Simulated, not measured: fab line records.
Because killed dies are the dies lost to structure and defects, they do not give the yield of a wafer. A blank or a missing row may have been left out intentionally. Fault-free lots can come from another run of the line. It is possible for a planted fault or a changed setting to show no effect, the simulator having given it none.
A lot that was struck, set against a sound lot + flow rit_cmos + 28 steps out of a route of 202
Sound: these wafers, L316.2, L316.5, L316.6. Struck: wafer L325.3 (L325.1, L325.6, from the same lot, were not struck and are left out); the cause is given at the end.
Each step with rows lists, per side, the tool, then ch with its chambers, then its first start. Under that, the readings that differ: sound wafers + struck wafers + difference of the means + sigmas: that difference in standard deviations of wafers without a fault.
alike: readings with means less than 2 such deviations apart, plus words and numbers identical on both sides. not compared: withheld readings, readings lacking a value on some wafer, bounds such as >300 that could conceal the same value, and numbers that have no deviation in the record and whose values overlap.
Wherever a step has rows on one side only, a row that says differs or no value, or a row with sigmas, the two part there. When numbers do not overlap yet have no deviation, they are printed without sigmas and do not part them. A reading that every wafer of one side lacks parts them only if that side has two wafers or more.

RIT_SDANNEAL_RTA_03: time 5 s.
  sound on rtp_anneal-01 ch 0, day 3 21:23; struck on rtp_anneal-02 ch 0, day 5 20:43
  alike: wafer_temp_C_max
RIT_SDANNEAL_RS_MEAS_04: uses a four-point probe to measure.
  struck on film_metro-03, day 5 20:50; sound on film_metro-03, day 3 21:27
  alike: PSD_RS
RIT_SDANNEAL_RS_MEAS_05: uses a four-point probe to measure.
  struck on film_metro-03, day 5 20:57; sound on film_metro-03, day 3 21:34
| reading         | sound             | struck | difference | sigmas |
|-----------------|-------------------|--------|------------|--------|
| NSD_RS (ohm/sq) | 84.40 84.76 84.76 | 84.00  | -0.64      | -2     |
RIT_SDANNEAL_RS_MEAS_06: uses a four-point probe to measure.
  struck on film_metro-03, day 5 21:04; sound on film_metro-03, day 3 21:41
  alike: PLDD_RS
RIT_SDANNEAL_RS_MEAS_07: uses a four-point probe to measure.
  struck on film_metro-03, day 5 21:11; sound on film_metro-03, day 3 21:49
  alike: NLDD_RS
then, 1 step without rows for these wafers: RIT_SILICIDE_WET_ETCH_00 (etches SiO2 in BOE, target depth 14 nm, time 15 s).
RIT_SILICIDE_SPUTTER_01: material Ti, target thk 30 nm, time 240 s.
  struck on pvd_sputter-03, day 5 21:19; sound on pvd_sputter-02, day 3 21:55
  alike: throttle_valve_pct
RIT_SILICIDE_RS_MEAS_02: uses a four-point probe to measure.
  struck on film_metro-01, day 5 21:28; sound on film_metro-02, day 3 22:05
  alike: SILICIDE_TI_RS
RIT_SILICIDE_THK_MEAS_03: measures by xrf.
  struck on film_metro-01, day 5 21:35; sound on film_metro-02, day 3 22:12
  alike: SILICIDE_TI_THK
RIT_SILICIDE_RTA_04: time 10 s, ramp up 5 s, ramp down 5 s.
  sound on rtp_anneal-02 ch 0, day 3 22:16; struck on rtp_anneal-01 ch 0, day 5 21:39
  alike: wafer_temp_C_max
then, 1 step without rows for these wafers: RIT_SILICIDE_WET_ETCH_05 (etches Ti in SPM, time 120 s).
RIT_SILICIDE_RTA_06: time 10 s, ramp up 5 s, ramp down 10 s.
  sound on rtp_anneal-01 ch 0, day 3 22:23; struck on rtp_anneal-02 ch 0, day 5 21:46
  alike: wafer_temp_C_max
RIT_CONTACT_CVD_00: deposits SiO2 from TEOS, target thk 400 nm, time 63.41 s.
  sound on pecvd-03 ch 0,2, day 3 22:26; struck on pecvd-03 ch 0, day 5 21:53
| reading                                  | sound             | struck | difference | sigmas |
|------------------------------------------|-------------------|--------|------------|--------|
| model.SiO2_of_CONTACT_CVD_00.thk_nm (nm) | 409.9 418.3 418.1 | 579.1  | +163.7     |        |
  alike: heater_power_w
RIT_CONTACT_THK_MEAS_01:
  struck on film_metro-02, day 5 21:56; sound on film_metro-03, day 3 22:31
| reading               | sound       | struck | difference | sigmas |
|-----------------------|-------------|--------|------------|--------|
| CONTACT_TEOS_THK (nm) | 410 418 418 | 579    | +164       | +31    |
then, 6 steps without rows for these wafers: RIT_CONTACT_HMDS_02 (prime time 60 s); RIT_CONTACT_COAT_03 (resist thk 1000 nm); RIT_CONTACT_SOFTBAKE_04 (time 60 s); RIT_CONTACT_EXPOSE_05 (exposes mask M11, target cd 1000 nm); RIT_CONTACT_PEB_06; RIT_CONTACT_DEVELOP_07 (develop time 120 s).
RIT_CONTACT_CD_MEAS_08: the cd target is 1000 nm.
  struck on cd_sem-01, day 5 23:06; sound on cd_sem-01, day 3 23:34
  alike: cd_nm
RIT_CONTACT_OVL_MEAS_09:
  struck on overlay-02, day 5 23:13; sound on overlay-01, day 3 23:40
  alike: CONTACT_OVL
then, 1 step without rows for these wafers: RIT_CONTACT_HARDBAKE_10 (time 60 s).
RIT_CONTACT_ETCH_11: etches SiO2 in CHF3/CF4/Ar, stops on TiSi2, target depth 480 nm, time 320 s.
  sound on rie_diel-01 ch 0,1,2, day 3 23:50; struck on rie_diel-01 ch 1, day 5 23:28
| reading                             | sound             | struck | difference | sigmas |
|-------------------------------------|-------------------|--------|------------|--------|
| model.etch.depth_nm (nm)            | 409.9 418.3 418.1 | 481.1  | +65.7      |        |
| model.CONTACT.feature_depth_nm (nm) | 409.9 418.3 418.1 | 481.1  | +65.7      |        |
  alike: drypump_motor_current_A, oes_product_au, throttle_valve_pct
  not compared: rf_hours_counter_h
RIT_CONTACT_STRIP_12: strips in O2, time 180 s.
  sound on plasma_asher-02 ch 0,1, day 4 00:02; struck on plasma_asher-04 ch 1, day 5 23:40
  alike: drypump_motor_current_A
  not compared: rf_hours_counter_h
RIT_CONTACT_CD_MEAS_90: the cd target is 1000 nm.
  struck on cd_sem-01, day 5 23:50; sound on cd_sem-02, day 4 00:14
  alike: cd_nm
RIT_CONTACT_CLEAN_13: cleans in SC1, time 600 s.
  sound on wet_bench-01 ch 3, day 4 00:20; struck on wet_bench-02 ch 0, day 5 23:57
| reading                                  | sound             | struck | difference | sigmas |
|------------------------------------------|-------------------|--------|------------|--------|
| model.SiO2_of_CONTACT_CVD_00.thk_nm (nm) | 405.8 414.2 413.9 | 574.9  | +163.6     |        |
then, 1 step without rows for these wafers: RIT_CONTACT_CLEAN_14 (cleans in SC2, time 600 s).

## WHERE THEY PART
At RIT_SDANNEAL_RS_MEAS_05 first; at RIT_CONTACT_THK_MEAS_01 last (within this record only). Later steps at which nothing parts them and some readings are alike: RIT_CONTACT_CD_MEAS_08, RIT_CONTACT_OVL_MEAS_09, RIT_CONTACT_ETCH_11, RIT_CONTACT_STRIP_12, RIT_CONTACT_CD_MEAS_90.

WHY: what the simulator had put in
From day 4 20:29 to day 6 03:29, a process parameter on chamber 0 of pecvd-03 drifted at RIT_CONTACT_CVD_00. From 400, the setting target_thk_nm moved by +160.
